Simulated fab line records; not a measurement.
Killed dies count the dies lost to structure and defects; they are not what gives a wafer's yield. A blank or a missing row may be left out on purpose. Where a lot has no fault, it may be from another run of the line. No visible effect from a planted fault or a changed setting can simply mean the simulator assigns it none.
Which tool did it? || flow berkeleyCmos170 || 21 wafers from 7 lots sampled at 2 of the route's 331 steps

== WHAT EACH GAUGE READ, for each wafer ==
UCB170_NLDD_CD_MEAS_06: the cd target is 1200 nm.
{"lot": "L438", "measured": "day 8 00:02", "on": "cdSem-01", "cdNm (nm)": "1199.9 1200.6 1200.0"}
{"lot": "L439", "measured": "day 8 01:01", "on": "cdSem-02", "cdNm (nm)": "1198.8 1200.9 1199.9"}
{"lot": "L444", "measured": "day 9 05:20", "on": "cdSem-02", "cdNm (nm)": "1198.3 1197.6 1197.0"}
{"lot": "L445", "measured": "day 9 06:32", "on": "cdSem-01", "cdNm (nm)": "- - -"}
{"lot": "L448", "measured": "day 10 00:37", "on": "cdSem-02", "cdNm (nm)": "- - -"}
{"lot": "L458", "measured": "day 11 12:06", "on": "cdSem-01", "cdNm (nm)": "1203.1 1202.6 1202.1"}
{"lot": "L456", "measured": "day 11 12:50", "on": "cdSem-02", "cdNm (nm)": "1200.0 1199.9 1200.5"}

== TOOL THAT RAN EACH LOT (tool first, then ch and the chambers of the sampled wafers, then the start) ==
{"lot": "L438", "UCB170_NLDD_COAT_01": "lithoTrack-04 ch 0, day 7 22:34"}
{"lot": "L439", "UCB170_NLDD_COAT_01": "lithoTrack-01 ch 0, day 7 23:53"}
{"lot": "L444", "UCB170_NLDD_COAT_01": "lithoTrack-01 ch 0, day 9 04:22"}
{"lot": "L445", "UCB170_NLDD_COAT_01": "lithoTrack-01, day 9 05:14"}
{"lot": "L448", "UCB170_NLDD_COAT_01": "lithoTrack-04, day 9 23:47"}
{"lot": "L458", "UCB170_NLDD_COAT_01": "lithoTrack-04 ch 0, day 11 11:05"}
{"lot": "L456", "UCB170_NLDD_COAT_01": "lithoTrack-04 ch 0, day 11 11:32"}
- UCB170_NLDD_COAT_01: resist thk 900 nm.

== THE ANSWER, worked out from the rows above alone ==
Rule: the lots themselves supply what counts as usual. Put in order of their means at a reading, lots are off if they are a third of the lots or fewer, leave a main group of 4 or more, and stand apart from it by a gap of 3 or more times the standard deviation of the main group's means; of several such gaps the widest counts. A main group is skipped when, at the precision printed for the reading in the tables above, its means are all equal. Also off: a lot with no number at a reading for which 4 or more lots have one. The other lots that the step has rows for count as sound.
Off: L445, L448 (UCB170_NLDD_CD_MEAS_06, cdNm). Without a number there: L445, L448. The main group: mean 1200.1 nm, standard deviation 1.6.
If a tool, at a process step before that reading, ran all the lots that are off and no sound lot after the first of them, it fits. Gauges at UCB170_NLDD_CD_MEAS_06: tried the same way as those tools. No candidate that was tried fits.

== WHAT THE SIMULATOR PUT IN ==
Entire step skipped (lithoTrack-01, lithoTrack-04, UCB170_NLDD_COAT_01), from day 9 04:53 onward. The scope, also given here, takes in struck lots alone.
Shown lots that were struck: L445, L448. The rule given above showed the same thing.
